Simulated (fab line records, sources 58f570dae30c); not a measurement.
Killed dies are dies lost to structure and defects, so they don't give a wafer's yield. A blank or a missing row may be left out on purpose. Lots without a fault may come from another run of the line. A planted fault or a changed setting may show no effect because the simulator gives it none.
A struck lot beside a sound one | flow berkeley_cmos170 | 14 steps out of a route of 331
Sound: wafers L661.1, L661.2, L661.6. Struck: wafers L667.1, L667.2, L667.4. The cause comes at the end.
At each step with rows: each side's tool, then ch and its chambers, then its first start. Under that, the readings that differ: sound wafers | struck wafers | difference of the means | sigmas: that difference in standard deviations of wafers without a fault.
alike: readings whose means differ by less than 2 such deviations, and words and numbers that are the same on both sides. not compared: withheld readings, readings that some wafer has no value for, bounds like >300 that may hide the same value, and numbers for which the record gives no deviation and whose values overlap.
The two part at a step that has a row with sigmas, a row that says differs or no value, or rows on one side only. Numbers that don't overlap but have no deviation are shown without sigmas and don't part them. A reading that every wafer of one side lacks parts them only if that side has two wafers or more.

first, 5 steps without rows for these wafers: UCB170_NLDD_COAT_01 (resist thk 900 nm); UCB170_NLDD_SOFTBAKE_02 (time 60 s); UCB170_NLDD_EXPOSE_03 (exposes mask NSELECT, target cd 1200 nm); UCB170_NLDD_PEB_04; UCB170_NLDD_DEVELOP_05 (develop time 45 s).
UCB170_NLDD_CD_MEAS_06: target cd 1200 nm.
  sound on cd_sem-01, day 8 23:37; struck on cd_sem-01, day 9 16:20
  alike: cd_nm
UCB170_NLDD_OVL_MEAS_07:
  sound on overlay-01, day 8 23:44; struck on overlay-01, day 9 16:28
  alike: NLDD_OVL
then, 2 steps without rows for these wafers: UCB170_NLDD_IMPLANT_08; UCB170_NLDD_IMPLANT_09.
UCB170_NLDD_STRIP_10: strips in O2.
  sound on plasma_asher-03 ch 0,1, day 9 00:05; struck on plasma_asher-04 ch 0,1, day 9 16:59
  reading                     | sound       | struck      | difference | sigmas
  drypump_motor_current_A (A) | 6.1 5.6 6.1 | 4.6 5.3 4.6 | -1.1       | -2
  alike: oes_product_au, strip_time_to_endpoint_s
  not compared: rf_hours_counter_h
UCB170_NLDD_TW_MEAS_11:
  sound on film_metro-03, day 9 00:11; struck on film_metro-03, day 9 17:05
  alike: NLDD_TW
then, 1 step without rows for these wafers: UCB170_NLDD_CLEAN_12 (cleans in SPM, time 600 s).
UCB170_SPACER_CVD_00: deposits SiO2 from TEOS/O2, target thk 376 nm, time 47 s.
  sound on pecvd-04 ch 0,1,2, day 9 00:29; struck on pecvd-03 ch 0,1, day 9 17:20
  no value came back on the struck wafers for heater_power_w (W), pressure_mtorr (mTorr); on the sound wafers heater_power_w (W) reads 203 255 264
then, 1 step without rows for these wafers: UCB170_SPACER_ANNEAL_02 (time 1800 s).

WHERE THEY PART
First at UCB170_NLDD_STRIP_10; last, within this record, at UCB170_SPACER_CVD_00.

WHY: what the simulator had put in
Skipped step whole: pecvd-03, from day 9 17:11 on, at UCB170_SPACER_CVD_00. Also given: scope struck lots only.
